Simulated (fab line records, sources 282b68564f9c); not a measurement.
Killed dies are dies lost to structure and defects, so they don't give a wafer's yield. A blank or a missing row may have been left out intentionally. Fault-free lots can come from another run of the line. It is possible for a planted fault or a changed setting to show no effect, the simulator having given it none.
The tool behind it: which one? / flow rit_cmos / 13 lots, 39 wafers sampled, at 2 steps of a route of 202

## WHAT THE GAUGES READ, wafer by wafer
No reading from a measuring or inspecting step in the record can be judged against a usual standard deviation.

## EACH LOT AND THE TOOL THAT RAN IT (in order: tool; ch and the chambers of the sampled wafers; start)
lot=L704; RIT_M1_ANNEAL_15=furnace-02 ch 0, day 3 19:38; RIT_M1_PROBE_99=prober-02, day 3 21:18
lot=L706; RIT_M1_ANNEAL_15=furnace-02 ch 0, day 4 08:00; RIT_M1_PROBE_99=prober-02, day 4 09:37
lot=L707; RIT_M1_ANNEAL_15=furnace-02 ch 0, day 4 10:49; RIT_M1_PROBE_99=prober-01, day 4 12:26
lot=L709; RIT_M1_ANNEAL_15=furnace-02 ch 0, day 4 18:23; RIT_M1_PROBE_99=prober-01, day 4 20:04
lot=L710; RIT_M1_ANNEAL_15=furnace-02 ch 0, day 4 21:59; RIT_M1_PROBE_99=prober-02, day 4 23:46
lot=L711; RIT_M1_ANNEAL_15=furnace-02 ch 0, day 5 05:28; RIT_M1_PROBE_99=prober-01, day 5 07:11
lot=L713; RIT_M1_ANNEAL_15=furnace-02 ch 0, day 5 12:01; RIT_M1_PROBE_99=prober-01, day 5 13:38
lot=L714; RIT_M1_ANNEAL_15=furnace-02 ch 0, day 5 19:25; RIT_M1_PROBE_99=prober-02, day 5 21:02
lot=L718; RIT_M1_ANNEAL_15=furnace-02 ch 0, day 6 16:55; RIT_M1_PROBE_99=prober-02, day 6 18:38
lot=L720; RIT_M1_ANNEAL_15=furnace-02, day 7 02:41; RIT_M1_PROBE_99=prober-02, day 7 04:24
lot=L722; RIT_M1_ANNEAL_15=furnace-02 ch 0, day 7 09:55; RIT_M1_PROBE_99=prober-02, day 7 11:38
lot=L724; RIT_M1_ANNEAL_15=furnace-02 ch 0, day 7 22:48; RIT_M1_PROBE_99=prober-02, day 8 00:25
lot=L726; RIT_M1_ANNEAL_15=furnace-02 ch 0, day 8 07:48; RIT_M1_PROBE_99=prober-02, day 8 09:25
- RIT_M1_ANNEAL_15: time 1800 s.
- RIT_M1_PROBE_99

## AS READ BY THE TOOLS THEMSELVES (means over the sampled wafers that have a number; for cases with no such wafer, the mark the record gives instead)
RIT_M1_ANNEAL_15.
lot=L704; tool=furnace-02; spike_tc_centre_C (C)=448.2; spike_tc_load_C (C)=468.0
lot=L706; tool=furnace-02; spike_tc_centre_C (C)=447.6; spike_tc_load_C (C)=468.5
lot=L707; tool=furnace-02; spike_tc_centre_C (C)=448.6; spike_tc_load_C (C)=468.8
lot=L709; tool=furnace-02; spike_tc_centre_C (C)=448.2; spike_tc_load_C (C)=468.7
lot=L710; tool=furnace-02; spike_tc_centre_C (C)=447.3; spike_tc_load_C (C)=469.0
lot=L711; tool=furnace-02; spike_tc_centre_C (C)=447.2; spike_tc_load_C (C)=468.6
lot=L713; tool=furnace-02; spike_tc_centre_C (C)=448.1; spike_tc_load_C (C)=468.5
lot=L714; tool=furnace-02; spike_tc_centre_C (C)=448.3; spike_tc_load_C (C)=468.5
lot=L718; tool=furnace-02; spike_tc_centre_C (C)=448.3; spike_tc_load_C (C)=467.4
lot=L720; tool=furnace-02; spike_tc_centre_C (C)=-; spike_tc_load_C (C)=-
lot=L722; tool=furnace-02; spike_tc_centre_C (C)=448.8; spike_tc_load_C (C)=467.7
lot=L724; tool=furnace-02; spike_tc_centre_C (C)=447.6; spike_tc_load_C (C)=468.5
lot=L726; tool=furnace-02; spike_tc_centre_C (C)=448.6; spike_tc_load_C (C)=468.7

RIT_M1_PROBE_99.
lot=L704 tool=prober-02 killed_at_contacts=0.3 killed_at_front_end=5 killed_dies=5 killed_on_rim=0.7 killed_open=3.3 killed_short=2.0
lot=L706 tool=prober-02 killed_at_contacts=0.0 killed_at_front_end=6 killed_dies=6 killed_on_rim=1.3 killed_open=1.7 killed_short=3.7
lot=L707 tool=prober-01 killed_at_contacts=0.0 killed_at_front_end=7 killed_dies=7 killed_on_rim=1.3 killed_open=2.3 killed_short=4.7
lot=L709 tool=prober-01 killed_at_contacts=0.0 killed_at_front_end=9 killed_dies=9 killed_on_rim=4.3 killed_open=5.3 killed_short=3.7
lot=L710 tool=prober-02 killed_at_contacts=0.0 killed_at_front_end=11 killed_dies=11 killed_on_rim=2.3 killed_open=5.3 killed_short=5.3
lot=L711 tool=prober-01 killed_at_contacts=0.0 killed_at_front_end=5 killed_dies=5 killed_on_rim=1.3 killed_open=3.3 killed_short=1.7
lot=L713 tool=prober-01 killed_at_contacts=0.0 killed_at_front_end=8 killed_dies=8 killed_on_rim=2.7 killed_open=5.0 killed_short=3.3
lot=L714 tool=prober-02 killed_at_contacts=0.0 killed_at_front_end=7 killed_dies=7 killed_on_rim=2.3 killed_open=3.3 killed_short=3.7
lot=L718 tool=prober-02 killed_at_contacts=0.0 killed_at_front_end=8 killed_dies=8 killed_on_rim=2.0 killed_open=5.0 killed_short=3.0
lot=L720 tool=prober-02 killed_at_contacts=53.7 killed_at_front_end=8 killed_dies=61 killed_on_rim=35.0 killed_open=4.3 killed_short=3.7
lot=L722 tool=prober-02 killed_at_contacts=0.0 killed_at_front_end=6 killed_dies=6 killed_on_rim=1.7 killed_open=4.0 killed_short=1.7
lot=L724 tool=prober-02 killed_at_contacts=0.0 killed_at_front_end=12 killed_dies=12 killed_on_rim=2.7 killed_open=5.7 killed_short=6.0
lot=L726 tool=prober-02 killed_at_contacts=0.0 killed_at_front_end=7 killed_dies=7 killed_on_rim=1.7 killed_open=2.7 killed_short=4.3

## THE ANSWER, worked out from the rows above alone
Rule: the usual values come from the lots themselves. Put in order of their means at a reading, lots are off if they are a third of the lots or fewer, leave a main group of 4 or more, and stand apart from it by a gap of 3 or more times the standard deviation of the main group's means; of several such gaps the widest counts. The tables above print the reading to a certain number of digits; a main group whose means all agree to those digits is not used. Also off: a lot with no number at a reading for which 4 or more lots have one. Where the step has rows for the other lots, those lots are counted as sound. After the gauges, taken in route order, come the tools' own readings; for these a lot's mean is taken, as printed above. At the first step where some lot is off, the reading lying furthest off is the one used; lots without a number count as furthest.
Off: L720, at RIT_M1_ANNEAL_15 (spike_tc_centre_C). Without a number there: L720. The main group: mean 448.1 C, standard deviation 0.5.
A tool fits if, at that step or a process step before it, it ran every lot that is off, and no sound lot after the first of them. Not one of the candidates tried fits.

## WHAT THE SIMULATOR HAD INSERTED
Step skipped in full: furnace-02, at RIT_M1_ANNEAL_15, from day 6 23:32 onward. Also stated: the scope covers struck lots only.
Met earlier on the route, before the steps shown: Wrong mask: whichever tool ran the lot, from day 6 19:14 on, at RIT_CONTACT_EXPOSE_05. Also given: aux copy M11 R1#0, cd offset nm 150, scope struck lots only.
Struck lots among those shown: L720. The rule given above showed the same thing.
